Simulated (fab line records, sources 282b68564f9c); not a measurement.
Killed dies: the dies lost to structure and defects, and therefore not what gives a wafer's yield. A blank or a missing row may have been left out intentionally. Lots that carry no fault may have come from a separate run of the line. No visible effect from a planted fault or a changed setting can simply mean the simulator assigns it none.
Comparing a struck lot with a sound one    flow rit_cmos    18 steps out of a route of 202
Sound: these wafers, L820.1, L820.2, L820.4. Wafers L810.1, L810.3, L810.5 were the ones struck. The cause is given at the end.
Order at every step that has rows: each side's tool, ch and its chambers, its first start. Under that, the readings that differ: sound wafers    struck wafers    difference of the means    sigmas: that difference in standard deviations of wafers without a fault.
alike: readings whose means differ by less than 2 such deviations, and words and numbers that are the same on both sides. not compared: withheld readings, readings that some wafer has no value for, bounds like >300 that may hide the same value, and numbers for which the record gives no deviation and whose values overlap.
A row with sigmas, a row that says differs or no value, or rows on one side alone: a step with any of these is where the two part. Numbers that don't overlap but have no deviation are shown without sigmas and don't part them. A reading that every wafer of one side lacks parts them only if that side has two wafers or more.

RIT_GATE_OVL_MEAS_17:
  sound on overlay-02, day 5 13:28; struck on overlay-02, day 3 09:35
reading        sound        struck          difference  sigmas
GATE_OVL (nm)  0.6 3.0 0.4  -2.6 -0.9 -1.6  -3.0        -2
then, 1 step without rows for these wafers: RIT_GATE_HARDBAKE_18 (time 60 s).
RIT_GATE_ETCH_19: etches poly-Si in SF6/CHF3/O2, stops on SiO2, time 165 s, target depth 312.5 nm.
  sound on rie_si-01 ch 1,2,3, day 5 13:40; struck on rie_si-01 ch 0,2, day 3 09:46
  alike: SF6_flow_sccm, drypump_motor_current_A, oes_product_au, throttle_valve_pct
  not compared: rf_hours_counter_h
RIT_GATE_STRIP_20: strips in O2, time 180 s.
  sound on plasma_asher-04 ch 0,1, day 5 13:46; struck on plasma_asher-04 ch 0,1, day 3 09:52
  alike: drypump_motor_current_A
  not compared: rf_hours_counter_h
RIT_GATE_CD_MEAS_90: target cd 150 nm.
  sound on cd_sem-02, day 5 13:56; struck on cd_sem-01, day 3 10:03
  alike: cd_nm
then, 4 steps without rows for these wafers: RIT_REOX_CLEAN_00 (cleans in SC1, time 600 s); RIT_REOX_CLEAN_01 (cleans in dHF, time 30 s); RIT_REOX_CLEAN_02 (cleans in SC2, time 600 s); RIT_REOX_OXIDATION_03 (target thk 25.2 nm, ox time 5580 s).
RIT_REOX_THK_MEAS_04:
  sound on film_metro-01, day 5 16:59; struck on film_metro-01, day 3 13:40
  alike: REOX_OXIDE_THK
then, 2 steps without rows for these wafers: RIT_NLDD_HMDS_00 (prime time 60 s); RIT_NLDD_COAT_01 (resist thk 1000 nm).
RIT_NLDD_SOFTBAKE_02: time 60 s.
  sound on litho_track-04 ch 0, day 5 17:20; struck on litho_track-03 ch 0, day 3 14:01
reading                                    sound              struck             difference  sigmas
heater_power_total_W (W)                   34.56 34.53 34.60  36.66 36.71 36.70  +2.13       +42
plate_temp_C (C)                           89.74 89.92 89.77  94.04 93.69 93.81  +4.04       +31
model.NOVOLAK_of_NLDD_COAT_01.thk_nm (nm)  1004 1001 999.1    992 991.4 988.6    -11         
then, 2 steps without rows for these wafers: RIT_NLDD_EXPOSE_03 (exposes mask M7, target cd 40700 nm); RIT_NLDD_PEB_04.
RIT_NLDD_DEVELOP_05: develop time 50 s.
  sound on litho_track-03 ch 0; struck on litho_track-01 ch 0
reading                                    sound            struck           difference  sigmas
model.NOVOLAK_of_NLDD_COAT_01.thk_nm (nm)  1003 1001 998.8  991.7 991 988.3  -10.6       
RIT_NLDD_OVL_MEAS_06:
  sound on overlay-02, day 5 17:53; struck on overlay-01, day 3 14:42
  alike: NLDD_OVL
RIT_M1_PROBE_99:
  sound on prober-02, day 6 10:11; struck on prober-02, day 4 06:46
  alike: killed_at_contacts, killed_at_front_end, killed_dies, killed_open, killed_short

WHERE THEY PART
Last at RIT_NLDD_SOFTBAKE_02 as far as this record goes, first at RIT_GATE_OVL_MEAS_17. Later steps at which nothing parts them and some readings are alike: RIT_NLDD_OVL_MEAS_06, RIT_M1_PROBE_99.

WHY: whatever the simulator had introduced
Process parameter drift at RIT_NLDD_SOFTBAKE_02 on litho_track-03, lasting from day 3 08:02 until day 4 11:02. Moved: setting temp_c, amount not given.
